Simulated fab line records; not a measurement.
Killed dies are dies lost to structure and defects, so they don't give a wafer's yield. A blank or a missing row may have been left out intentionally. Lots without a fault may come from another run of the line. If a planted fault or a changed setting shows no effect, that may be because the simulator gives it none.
fab line records	flow rit_cmos
[record] lots = 6	wafers = 18	last_day = 7
route steps=202 shown PLDD@120 SPACER@125 NSD@131 M1@202
lots that met no fault: from a run of the same line without faults
start_h: hours from the record's opening day to when the first of the lot's shown wafers began	wait_h: hours since the lot's step before	" same as the row above	L1.1+2: one row covering several wafers at once	- no value present, or no start provided	* or withheld: withheld	< > ~ a bound
route shown NAME@n: a module of which the file shows steps, and the number in the route of the first	usual: average and standard deviation across the fault-free wafers	same: alike in all rows	chamber/n: place in a boat	sites: readings site by site	_std_site: their standard deviation	_edge_site: mean of outer sites minus mean of inner sites	radius_mm: how far each site lies from the wafer's centre	mask NAME#n: copy n	behind: tool/chamber where the wafer was last shaped	hold: why the lot went on hold/how many hours it stayed there/how the hold came to an end	device: which transistor (n, p or np) failed to switch	end of line: the tests these same wafers got at the end of their route	a step without rows: its recipe alone	killed: dies lost to structure and defects at the first sort, not the wafer's yield	map: a wafer's dies, marking killed ones x, the rest . and places with no die _
set.NAME: the setting as run; set.NAME@STEP: as run at that earlier step	model.NAME: the simulator's own value behind a step, which no gauge read
certain route steps with their lots: each step a table, each wafer a row
services: when a tool's chamber went out of use (start_h, in hours from the record's first day, below 0 if earlier), for how many hours, and the reason
[[steps]]
[step RIT_PLDD_OVL_MEAS_06]
[usual] PLDD_OVL = 0.6/1.3
lot.wafer	tool	chamber	start_h	wait_h	PLDD_OVL[nm]
L891.2	overlay-02	-	59.42	-	-0.1
L891.3	"	-	"	"	0.2
L891.4	"	-	"	"	-1.1
L893.3	overlay-02	-	68.82	-	2.4
L893.5	"	-	"	"	1.9
L893.6	"	-	"	"	2.4
L902.1	overlay-02	-	115.66	-	-0.7
L902.5	"	-	"	"	2.1
L902.6	"	-	"	"	0.1
L904.3	overlay-02	-	128.47	-	0.1
L904.4	"	-	"	"	2.2
L904.6	"	-	"	"	-0.7
L905.1	overlay-01	-	132.18	-	-1.9
L905.4	"	-	"	"	-0.4
L905.6	"	-	"	"	0.5
L911.2	overlay-01	-	158.97	-	-2.1
L911.3	"	-	"	"	-2.5
L911.4	"	-	"	"	-2.4
[step RIT_PLDD_HARDBAKE_07]
[recipe] resist = NOVOLAK	temp_c = 140	time_s = 60
[step RIT_PLDD_IMPLANT_08]
[recipe] species = BF2	energy_kev = 20.28	dose_cm2 = 9e+14	tilt_deg = 7
[step RIT_PLDD_STRIP_09]
[recipe] chemistry = O2	time_s = 180	resist = NOVOLAK	platen_temp_c = withheld	power_w = 500	pressure_mtorr = 4000	o2_flow_sccm = 4000
[usual] drypump_motor_current_A = 5.8/0.67
lot.wafer	tool	chamber	start_h	wait_h	drypump_motor_current_A	rf_hours_counter_h
L891.2	plasma_asher-02	1	59.75	0.1	6.5	25
L891.3	"	1	"	"	6.6	-
L891.4	"	0	"	"	6.2	-
L893.3	plasma_asher-02	0	69.20	0.1	6.1	-
L893.5	"	1	"	"	6.6	-
L893.6	"	0	"	"	6.1	-
L902.1	plasma_asher-03	1	116.00	0.1	4.9	46
L902.5	"	0	"	"	6.2	-
L902.6	"	1	"	"	4.9	-
L904.3	plasma_asher-03	1	128.85	0.1	4.9	-
L904.4	"	0	"	"	6.2	-
L904.6	"	0	"	"	6.2	-
L905.1	plasma_asher-03	1	132.61	0.1	4.9	48
L905.4	"	0	"	"	6.2	-
L905.6	"	1	"	"	4.9	-
L911.2	plasma_asher-03	0	159.30	0.1	6.2	51
L911.3	"	0	"	"	6.2	-
L911.4	"	1	"	"	4.9	-
[step RIT_PLDD_TW_MEAS_10]
[usual] PLDD_TW = 2393/16
lot.wafer	tool	chamber	start_h	wait_h	PLDD_TW
L891.2	film_metro-02	-	59.93	0.1	2387
L891.3	"	-	"	"	2399
L891.4	"	-	"	"	2378
L893.3	film_metro-03	-	69.34	0.1	2380
L893.5	"	-	"	"	2361
L893.6	"	-	"	"	2381
L902.1	film_metro-03	-	116.17	0.1	2383
L902.5	"	-	"	"	2389
L902.6	"	-	"	"	2389
L904.3	film_metro-04	-	128.99	0.1	2403
L904.4	"	-	"	"	2394
L904.6	"	-	"	"	2388
L905.1	film_metro-03	-	132.79	0.1	2392
L905.4	"	-	"	"	2383
L905.6	"	-	"	"	2377
L911.2	film_metro-04	-	159.49	0.1	2410
L911.3	"	-	"	"	2393
L911.4	"	-	"	"	2399
[step RIT_SPACER_CLEAN_00]
[recipe] chemistry = SC1	mix = 3:3:50	time_s = 600	temp_c = 75
[step RIT_SPACER_CLEAN_01]
[recipe] chemistry = dHF	dilution = 50:1	time_s = 30
[step RIT_SPACER_CLEAN_02]
[recipe] chemistry = SC2	mix = 3:3:50	time_s = 600	temp_c = 75	dry = n2_spin
[step RIT_SPACER_CVD_03]
[recipe] material = Si3N4	target_thk_nm = 250	temp_c = 810	precursor = SiH2Cl2/NH3	time_s = 3300	pressure_mtorr = 300	sih2cl2_flow_sccm = 60	nh3_flow_sccm = 150
[step RIT_SPACER_THK_MEAS_04]
[recipe] reads = Si3N4_of_SPACER_CVD_03
[usual] SPACER_NITRIDE_THK = 250.3/2.4
lot.wafer	tool	chamber	start_h	wait_h	SPACER_NITRIDE_THK[nm]
L891.2	film_metro-01	-	62.48	0.0	254.1
L891.3	"	-	"	"	255.2
L891.4	"	-	"	"	254.3
L893.3	film_metro-04	-	71.68	0.0	248.8
L893.5	"	-	"	"	249.1
L893.6	"	-	"	"	249.5
L902.1	film_metro-01	-	118.69	0.0	248.9
L902.5	"	-	"	"	247.3
L902.6	"	-	"	"	250.0
L904.3	film_metro-01	-	131.54	0.0	247.0
L904.4	"	-	"	"	246.9
L904.6	"	-	"	"	247.1
L905.1	film_metro-04	-	135.16	0.0	250.4
L905.4	"	-	"	"	251.1
L905.6	"	-	"	"	252.4
L911.2	film_metro-03	-	162.79	0.0	246.4
L911.3	"	-	"	"	247.1
L911.4	"	-	"	"	247.4
[step RIT_SPACER_ETCHBACK_05]
[recipe] target_depth_a = 2500	SF6_flow_sccm = 30	CHF3_flow_sccm = 30	target = Si3N4	chemistry = SF6/CHF3	pressure_mtorr = 40	rf_w = 250	time_s = 240	stop_on = SiO2
[usual] drypump_motor_current_A = 5.8/0.68	oes_product_au = 0.840/0.015	throttle_valve_pct = 10.23/0.13
lot.wafer	tool	chamber	start_h	wait_h	drypump_motor_current_A	oes_product_au	rf_hours_counter_h	throttle_valve_pct
L891.2	rie_diel-01	3	62.53	0.0	6.4	0.880	23	10.16
L891.3	"	0	"	"	5.2	0.872	158	10.09
L891.4	"	2	"	"	5.2	0.830	18	10.32
L893.3	rie_diel-04	2	71.72	0.0	5.3	0.838	105	10.46
L893.5	"	1	"	"	4.7	0.827	-	10.30
L893.6	"	0	"	"	6.2	0.822	-	10.20
L902.1	rie_diel-01	2	118.75	0.1	5.2	0.813	19	10.34
L902.5	"	2	"	"	5.2	0.815	-	10.33
L902.6	"	3	"	"	6.5	0.861	-	10.14
L904.3	rie_diel-04	3	131.58	0.0	6.4	0.816	4	9.94
L904.4	"	0	"	"	6.3	0.822	136	10.20
L904.6	"	0	"	"	6.2	0.816	-	10.19
L905.1	rie_diel-01	0	135.22	0.1	5.2	0.842	0	10.11
L905.4	"	2	"	"	5.2	0.821	19	10.32
L905.6	"	3	"	"	6.4	0.874	-	10.14
L911.2	rie_diel-02	1	162.84	0.0	4.9	0.837	15	10.33
L911.3	"	0	"	"	6.5	0.827	37	10.09
L911.4	"	2	"	"	5.7	0.841	6	10.34
[step RIT_NSD_HMDS_00]
[recipe] prime_time_s = 60	prime_temp_c = 140
[step RIT_NSD_COAT_01]
[recipe] resist = NOVOLAK	spin_rpm = 3250	resist_thk_nm = 1000
[usual] exhaust_pa = 45.1/0.81	spin_speed_rpm = 3250.0/2.5
lot.wafer	tool	chamber	start_h	wait_h	exhaust_pa	spin_speed_rpm	model.NOVOLAK_of_NSD_COAT_01.thk_nm
L891.2	litho_track-01	0	62.86	0.1	45.1	3253.1	1003
L891.3	"	0	"	"	45.0	3252.8	1002
L891.4	"	0	"	"	45.7	3253.7	1004
L893.3	litho_track-04	0	72.07	0.1	46.2	3255.0	1001
L893.5	"	0	"	"	45.4	3252.1	1003
L893.6	"	0	"	"	45.0	3252.3	1000
L902.1	litho_track-04	0	119.05	0.1	45.9	3334.6	988.7
L902.5	"	0	"	"	44.9	3333.5	987.9
L902.6	"	0	"	"	44.9	3334.3	987.3
L904.3	litho_track-04	0	132.06	0.1	46.2	3337.1	993
L904.4	"	0	"	"	45.8	3335.5	991.2
L904.6	"	0	"	"	44.8	3334.5	994.6
L905.1	litho_track-01	0	135.52	0.1	45.6	3249.8	998.1
L905.4	"	0	"	"	45.3	3252.9	999.8
L905.6	"	0	"	"	44.6	3251.2	1001
L911.2	litho_track-03	0	163.16	0.1	45.0	3255.1	999.9
L911.3	"	0	"	"	44.3	3251.7	997.4
L911.4	"	0	"	"	44.5	3249.4	998
[step RIT_NSD_SOFTBAKE_02]
[recipe] resist = NOVOLAK	temp_c = 90	time_s = 61.69
[usual] exhaust_pa = 45.1/0.89	plate_sensor_t_centre_C = 90.969/0.011	plate_sensor_t_edge_C = 91.022/0.01
lot.wafer	tool	chamber	start_h	wait_h	exhaust_pa	plate_sensor_t_centre_C	plate_sensor_t_edge_C
L891.2	litho_track-01	0	63.01	0.1	45.5	90.952	91.025
L891.3	"	0	"	"	46.7	90.972	91.022
L891.4	"	0	"	"	46.9	90.950	91.017
L893.3	litho_track-04	0	72.22	0.1	45.7	90.974	91.014
L893.5	"	0	"	"	45.5	90.969	91.030
L893.6	"	0	"	"	46.1	90.984	91.017
L902.1	litho_track-04	0	119.20	0.1	45.1	90.972	91.022
L902.5	"	0	"	"	45.3	90.975	91.024
L902.6	"	0	"	"	45.2	90.978	91.012
L904.3	litho_track-04	0	132.21	0.1	45.3	90.969	91.017
L904.4	"	0	"	"	44.4	90.958	91.014
L904.6	"	0	"	"	45.8	90.966	91.010
L905.1	litho_track-01	0	135.67	0.1	44.4	90.972	91.025
L905.4	"	0	"	"	45.4	90.961	91.025
L905.6	"	0	"	"	46.2	90.961	91.023
L911.2	litho_track-03	0	163.31	0.1	45.4	90.969	91.035
L911.3	"	0	"	"	44.2	90.970	91.037
L911.4	"	0	"	"	45.2	90.971	91.005
[step RIT_NSD_EXPOSE_03]
[recipe] mask_id = M9	na = 0.57	target_cd_nm = 40700	dose_mj = 250
[step RIT_NSD_PEB_04]
[recipe] resist = NOVOLAK	temp_c = withheld	time_s = withheld
[step RIT_NSD_DEVELOP_05]
[recipe] resist = NOVOLAK	develop_time_s = 50	dev_temp_c = 23
[step RIT_NSD_OVL_MEAS_06]
[usual] NSD_OVL = 1.4/1.3
lot.wafer	tool	chamber	start_h	wait_h	NSD_OVL[nm]
L891.2	overlay-02	-	63.54	-	2.3
L891.3	"	-	"	"	0.7
L891.4	"	-	"	"	1.7
L893.3	overlay-02	-	72.74	-	-1.6
L893.5	"	-	"	"	0.6
L893.6	"	-	"	"	0.5
L902.1	overlay-01	-	119.93	-	-0.4
L902.5	"	-	"	"	0.8
L902.6	"	-	"	"	2.9
L904.3	overlay-01	-	132.72	-	2.8
L904.4	"	-	"	"	2.1
L904.6	"	-	"	"	2.9
L905.1	overlay-02	-	136.22	-	3.1
L905.4	"	-	"	"	2.8
L905.6	"	-	"	"	0.8
L911.2	overlay-02	-	163.91	-	1.9
L911.3	"	-	"	"	2.5
L911.4	"	-	"	"	0.5
[step RIT_NSD_HARDBAKE_07]
[recipe] resist = NOVOLAK	temp_c = 140	time_s = 60
[usual] exhaust_pa = 45.2/0.82
lot.wafer	tool	chamber	start_h	wait_h	exhaust_pa	model.NOVOLAK_of_NSD_COAT_01.thk_nm
L891.2	litho_track-01	0	63.59	0.0	44.6	886.7
L891.3	"	0	"	"	46.1	885.3
L891.4	"	0	"	"	44.8	887.3
L893.3	litho_track-01	0	72.81	0.1	45.2	885
L893.5	"	0	"	"	44.8	886.1
L893.6	"	0	"	"	44.5	883.9
L902.1	litho_track-01	0	119.96	0.0	45.8	873.9
L902.5	"	0	"	"	45.2	873.1
L902.6	"	0	"	"	43.9	872.6
L904.3	litho_track-03	0	132.83	0.1	44.6	877.7
L904.4	"	0	"	"	44.5	876
L904.6	"	0	"	"	45.0	879
L905.1	litho_track-03	0	136.26	0.0	45.9	882.2
L905.4	"	0	"	"	44.9	883.6
L905.6	"	0	"	"	46.0	884.8
L911.2	litho_track-04	0	163.96	0.0	45.4	883.7
L911.3	"	0	"	"	46.3	881.5
L911.4	"	0	"	"	46.5	882.1
[step RIT_NSD_IMPLANT_08]
[recipe] species = P	energy_kev = 25	dose_cm2 = 1e+15	tilt_deg = 7
[step RIT_M1_PROBE_99]
[usual] killed_at_M0_to_M3 = 0.1/0.34	killed_at_contacts = 0.1/0.26	killed_at_front_end = 7/3.1	killed_dies = 7/3.1	killed_on_rim = 1.9/1.5	killed_open = 3.5/1.9	killed_short = 3.4/2.1
[same] gross_dies = 264	killed_at_M4_up = 0	killed_at_back_side = 0	killed_at_other = 0
lot.wafer	tool	chamber	start_h	wait_h	killed_at_M0_to_M3	killed_at_contacts	killed_at_front_end	killed_dies	killed_on_rim	killed_open	killed_short
L893.3	prober-01	-	83.77	0.2	0	0	11	11	5	5	6
L893.5	prober-01	-	83.87	0.2	0	0	3	3	1	1	2
L893.6	prober-01	-	83.92	0.2	0	0	6	6	0	3	3
L902.1	prober-02	-	130.38	0.1	0	0	9	9	1	6	3
L902.5	prober-02	-	130.58	0.2	0	0	7	7	2	4	2
L902.6	prober-02	-	130.63	0.2	0	0	8	8	4	3	5
L904.3	prober-02	-	142.99	0.2	0	0	6	6	1	2	4
L904.4	prober-02	-	143.04	0.2	0	0	9	9	1	2	7
L904.6	prober-02	-	143.14	0.2	0	1	10	11	6	6	5
L905.1	prober-01	-	146.60	0.1	0	0	8	8	1	5	3
L905.4	prober-01	-	146.75	0.2	0	0	4	4	0	4	0
L905.6	prober-01	-	146.85	0.2	0	0	9	9	5	2	7
L911.2	prober-01	-	174.30	0.1	0	0	4	4	4	3	1
L911.3	prober-01	-	174.35	0.2	1	0	9	10	6	3	7
L911.4	prober-01	-	174.40	0.2	0	0	4	4	1	0	4
// killed by level:class
L893.3 GATE:geometric_particle:short=4 FOX1:geometric_particle:open=2 FOX2:geometric_particle:open=1 GATE:geometric_particle:open=1 SPACER:geometric_particle:short=1 SPACER:geometric_particle:open=1 SILICIDE:geometric_particle:short=1
L893.5 GATE:geometric_particle:short=2 FOX1:geometric_particle:open=1
L893.6 FOX2:geometric_particle:open=2 GATE:geometric_particle:short=1 REOX:geometric_particle:short=1 REOX:geometric_particle:open=1 SPACER:geometric_particle:short=1
L902.1 SPACER:geometric_particle:open=3 FOX1:geometric_particle:open=2 GATE:geometric_particle:short=2 FOX2:geometric_particle:short=1 GATE:geometric_particle:open=1
L902.5 FOX1:geometric_particle:open=2 SPACER:geometric_particle:open=2 FOX2:geometric_particle:short=1 GATE:geometric_particle:short=1 GATE:coat_microbubble_printed=1
L902.6 GATE:geometric_particle:short=3 GATE:geometric_particle:open=2 FOX1:geometric_particle:short=1 REOX:geometric_particle:open=1 SPACER:geometric_particle:short=1
L904.3 GATE:geometric_particle:short=2 GATE:geometric_particle:open=1 REOX:geometric_particle:short=1 REOX:geometric_particle:open=1 SILICIDE:geometric_particle:short=1
L904.4 REOX:geometric_particle:short=4 GATE:geometric_particle:short=3 SILICIDE:geometric_particle:open=2
L904.6 GATE:geometric_particle:short=4 GATE:geometric_particle:open=4 FOX1:geometric_particle:short=1 FOX1:geometric_particle:open=1 CONTACT:geometric_particle:open=1
L905.1 GATE:geometric_particle:open=2 REOX:geometric_particle:short=2 ACTIVE:geometric_particle:open=1 GATE:geometric_particle:short=1 SPACER:geometric_particle:open=1 SILICIDE:geometric_particle:open=1
L905.4 GATE:geometric_particle:open=3 SPACER:geometric_particle:open=1
L905.6 SPACER:geometric_particle:short=3 GATE:geometric_particle:short=2 GATE:geometric_particle:open=1 REOX:geometric_particle:short=1 SILICIDE:geometric_particle:open=1 SILICIDE:geometric_particle:short=1
L911.2 GATE:geometric_particle:open=2 GATE:geometric_particle:short=1 SILICIDE:geometric_particle:open=1
L911.3 GATE:geometric_particle:short=6 FOX2:geometric_particle:open=1 GATE:geometric_particle:open=1 REOX:geometric_particle:open=1 M1:geometric_particle:short=1
L911.4 FOX1:geometric_particle:short=1 GATE:geometric_particle:short=1 SPACER:geometric_particle:short=1 SILICIDE:geometric_particle:short=1
[[services]]
tool	chamber	start_h	hours	kind
plasma_asher-02	-	38.91	14.6	pm
rie_diel-01	-	39.73	0.3	repair
rie_diel-02	-	72.63	2.8	pm
rie_diel-04	-	75.68	0.6	repair
rie_diel-04	1	97.35	7.6	repair
rie_diel-04	0	101.10	4.5	repair
rie_diel-01	0	106.33	-	clean
rie_diel-01	0	106.33	22.8	scheduled_down
rie_diel-01	0	106.33	22.8	vent_cycle
rie_diel-04	3	109.76	2.6	repair
rie_diel-04	0	121.56	1.8	repair
rie_diel-02	-	146.66	1.0	repair
plasma_asher-03	-	160.65	8.0	repair
[[key]]
[first_sign] step = RIT_NSD_COAT_01	reading = spin_speed_rpm	direction = up	sigmas = 34	usual = 3250.0	struck = 3334.9
effect none on later readings
[model_effect] step = RIT_NSD_COAT_01	value = NOVOLAK_of_NSD_COAT_01.thk_nm	without = 1003	struck = 990.4
[model_effect] step = RIT_NSD_HARDBAKE_07	value = NOVOLAK_of_NSD_COAT_01.thk_nm	without = 886.7	struck = 875.4
met_at RIT_NSD_COAT_01
struck_wafers L902.1,L902.5,L902.6,L904.3,L904.4,L904.6
tester_left_out L902,L904
onset_between 72.07 119.05
[fault] kind = process_parameter_drift	tool = litho_track-04	chamber = -	onset_h = 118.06	steps = RIT_NSD_COAT_01	channel = spin_rpm	offset = 85.248	shape = step	end_h = 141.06	acts_in = these_recipes_only	stated = 3250
// tester_left_out: of these lots the tester's yield and bins aren't shown, on N5 and GAA mostly nor the transistor test; their killed dies are dies lost to structure and defects alone, not to doping, threshold or leakage, so they don't give the yield
